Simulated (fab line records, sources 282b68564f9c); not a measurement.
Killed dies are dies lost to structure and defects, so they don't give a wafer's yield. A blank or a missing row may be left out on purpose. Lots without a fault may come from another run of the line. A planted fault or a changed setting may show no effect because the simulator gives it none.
A struck lot beside a sound one | flow rit_cmos | 44 steps out of a route of 202
Sound: wafers L311.3, L311.4, L311.6. Struck: wafers L315.2, L315.5, L315.6. The cause comes at the end.
At each step with rows: each side's tool, then ch and its chambers, then its first start. Under that, the readings that differ: sound wafers | struck wafers | difference of the means | sigmas: that difference in standard deviations of wafers without a fault.
alike: readings whose means differ by less than 2 such deviations, and words and numbers that are the same on both sides. not compared: withheld readings, readings that some wafer has no value for, bounds like >300 that may hide the same value, and numbers for which the record gives no deviation and whose values overlap.
The two part at a step that has a row with sigmas, a row that says differs or no value, or rows on one side only. Numbers that don't overlap but have no deviation are shown without sigmas and don't part them. A reading that every wafer of one side lacks parts them only if that side has two wafers or more.

first, 4 steps without rows for these wafers: RIT_PLDD_SOFTBAKE_02 (time 60 s); RIT_PLDD_EXPOSE_03 (exposes mask M8, target cd 40900 nm); RIT_PLDD_PEB_04; RIT_PLDD_DEVELOP_05 (develop time 50 s).
RIT_PLDD_OVL_MEAS_06:
  sound on overlay-02, day 3 06:19; struck on overlay-02, day 4 00:59
  alike: PLDD_OVL
then, 2 steps without rows for these wafers: RIT_PLDD_HARDBAKE_07 (time 60 s); RIT_PLDD_IMPLANT_08.
RIT_PLDD_STRIP_09: strips in O2, time 180 s.
  sound on plasma_asher-02 ch 0,1, day 3 06:42; struck on plasma_asher-02 ch 0,1, day 4 01:19
  alike: drypump_motor_current_A
  not compared: rf_hours_counter_h
RIT_PLDD_TW_MEAS_10:
  sound on film_metro-02, day 3 06:50; struck on film_metro-04, day 4 01:30
  reading | sound          | struck         | difference | sigmas
  PLDD_TW | 2402 2399 2396 | 2345 2356 2336 | -53        | -2
then, 3 steps without rows for these wafers: RIT_SPACER_CLEAN_00 (cleans in SC1, time 600 s); RIT_SPACER_CLEAN_01 (cleans in dHF, time 30 s); RIT_SPACER_CLEAN_02 (cleans in SC2, time 600 s).
RIT_SPACER_CVD_03: deposits Si3N4 from SiH2Cl2/NH3, target thk 250 nm, time 3300 s.
  sound on lpcvd-01 ch 1, day 3 07:17; struck on lpcvd-01 ch 0, day 4 02:06
  reading                                  | sound             | struck            | difference                    | sigmas
  susceptor_temp_C (C)                     | 809.7 810.5 809.8 | - - -             | no value on the struck wafers |
  model.Si3N4_of_SPACER_CVD_03.thk_nm (nm) | 246.8 245.2 245   | 217.1 217.9 217.8 | -28.1                         |
  alike: spike_tc_load_C
RIT_SPACER_THK_MEAS_04:
  sound on film_metro-04, day 3 09:13; struck on film_metro-02, day 4 04:02
  reading                 | sound             | struck            | difference | sigmas
  SPACER_NITRIDE_THK (nm) | 246.7 245.2 244.9 | 217.1 218.1 217.7 | -28.0      | -13
RIT_SPACER_ETCHBACK_05: etches Si3N4 in SF6/CHF3, stops on SiO2, target depth 250 nm, time 240 s.
  sound on rie_diel-03 ch 1,2,3, day 3 09:15; struck on rie_diel-03 ch 0,2,3, day 4 04:05
  reading                  | sound             | struck            | difference | sigmas
  oes_product_au (a.u.)    | 0.839 0.817 0.831 | 0.783 0.755 0.763 | -0.062     | -6
  model.etch.depth_nm (nm) | 246.8 245.2 245   | 217.1 217.9 217.8 | -28.1      |
  alike: drypump_motor_current_A, throttle_valve_pct
  not compared: rf_hours_counter_h
then, 6 steps without rows for these wafers: RIT_NSD_HMDS_00 (prime time 60 s); RIT_NSD_COAT_01 (resist thk 1000 nm); RIT_NSD_SOFTBAKE_02 (time 60 s); RIT_NSD_EXPOSE_03 (exposes mask M9, target cd 40700 nm); RIT_NSD_PEB_04; RIT_NSD_DEVELOP_05 (develop time 50 s).
RIT_NSD_OVL_MEAS_06:
  sound on overlay-01, day 3 10:16; struck on overlay-01, day 4 05:23
  alike: NSD_OVL
then, 2 steps without rows for these wafers: RIT_NSD_HARDBAKE_07 (time 60 s); RIT_NSD_IMPLANT_08.
RIT_NSD_STRIP_09: strips in O2, time 180 s.
  sound on plasma_asher-01 ch 0,1, day 3 10:39; struck on plasma_asher-04 ch 0,1, day 4 05:43
  alike: drypump_motor_current_A
  not compared: rf_hours_counter_h
RIT_NSD_TW_MEAS_10:
  sound on film_metro-04, day 3 10:47; struck on film_metro-02, day 4 05:53
  alike: NSD_TW
then, 6 steps without rows for these wafers: RIT_PSD_HMDS_00 (prime time 60 s); RIT_PSD_COAT_01 (resist thk 1000 nm); RIT_PSD_SOFTBAKE_02 (time 60 s); RIT_PSD_EXPOSE_03 (exposes mask M10, target cd 40900 nm); RIT_PSD_PEB_04; RIT_PSD_DEVELOP_05 (develop time 50 s).
RIT_PSD_OVL_MEAS_06:
  sound on overlay-02, day 3 11:52; struck on overlay-01, day 4 06:48
  alike: PSD_OVL
then, 2 steps without rows for these wafers: RIT_PSD_HARDBAKE_07 (time 60 s); RIT_PSD_IMPLANT_08.
RIT_PSD_STRIP_09: strips in O2, time 180 s.
  sound on plasma_asher-03 ch 0,1, day 3 12:14; struck on plasma_asher-03 ch 0,1, day 4 07:08
  alike: drypump_motor_current_A
  not compared: rf_hours_counter_h
RIT_PSD_TW_MEAS_10:
  sound on film_metro-02, day 3 12:23; struck on film_metro-02, day 4 07:19
  alike: PSD_TW
then, 3 steps without rows for these wafers: RIT_SDANNEAL_CLEAN_00 (cleans in SC1, time 600 s); RIT_SDANNEAL_CLEAN_01 (cleans in dHF, time 30 s); RIT_SDANNEAL_CLEAN_02 (cleans in SC2, time 600 s).
RIT_SDANNEAL_RTA_03: time 5 s.
  sound on rtp_anneal-02 ch 0, day 3 12:49; struck on rtp_anneal-02 ch 0, day 4 07:44
  alike: anneal_temp_c_max, wafer_temp_C_max
RIT_SDANNEAL_RS_MEAS_04: measures by four-point-probe.
  sound on film_metro-03, day 3 12:53; struck on film_metro-03, day 4 07:49
  alike: PSD_RS
RIT_SILICIDE_WET_ETCH_00: etches SiO2 in BOE, target depth 14 nm, time 15 s.
  sound on wet_bench-02 ch 3, day 3 13:19; struck on wet_bench-04 ch 0, day 4 08:16
  reading                                  | sound           | struck            | difference | sigmas
  model.Si3N4_of_SPACER_CVD_03.thk_nm (nm) | 191.9 190.3 189 | 168.3 168.4 168.1 | -22.1      |
RIT_M1_PROBE_99:
  sound on prober-02, day 3 21:28; struck on prober-02, day 4 15:34
  reading                             | sound             | struck            | difference | sigmas
  killed_at_M0_to_M3                  | 1 0 0             | 0 0 0             | +0         | -3
  model.etest.pmos_turned.r_on_ohm_um | 3466 3340 3439    | 3620 3580 3635    | +197       |
  model.etest.pmos_0p15.r_on_ohm_um   | 2794 2690 2760    | 2889 2871 2966    | +161       |
  model.etest.nmos_0p15.r_on_ohm_um   | 1101 1089 1126    | 1266 1278 1293    | +174       |
  model.etest.nmos_0p3.r_on_ohm_um    | 2167 2123 2152    | 2262 2246 2252    | +106       |
  model.etest.pplus_sal.width_nm (nm) | 3419 3426 3452    | 3499 3510 3516    | +76        |
  model.etest.nplus_sal.width_nm (nm) | 3428 3427 3453    | 3487 3515 3497    | +64        |
  model.etest.pwell_pinched.rs_ohm_sq | 458.1 462.6 459.7 | 479.3 479.6 479.9 | +19.5      |
  model.etest.nwell_pinched.rs_ohm_sq | 334.9 338.7 340.7 | 351.9 354.2 354.4 | +15.4      |
  alike: killed_at_front_end, killed_dies, killed_open, killed_short

WHERE THEY PART
First at RIT_PLDD_TW_MEAS_10; last, within this record, at RIT_M1_PROBE_99.

WHY: what the simulator had put in
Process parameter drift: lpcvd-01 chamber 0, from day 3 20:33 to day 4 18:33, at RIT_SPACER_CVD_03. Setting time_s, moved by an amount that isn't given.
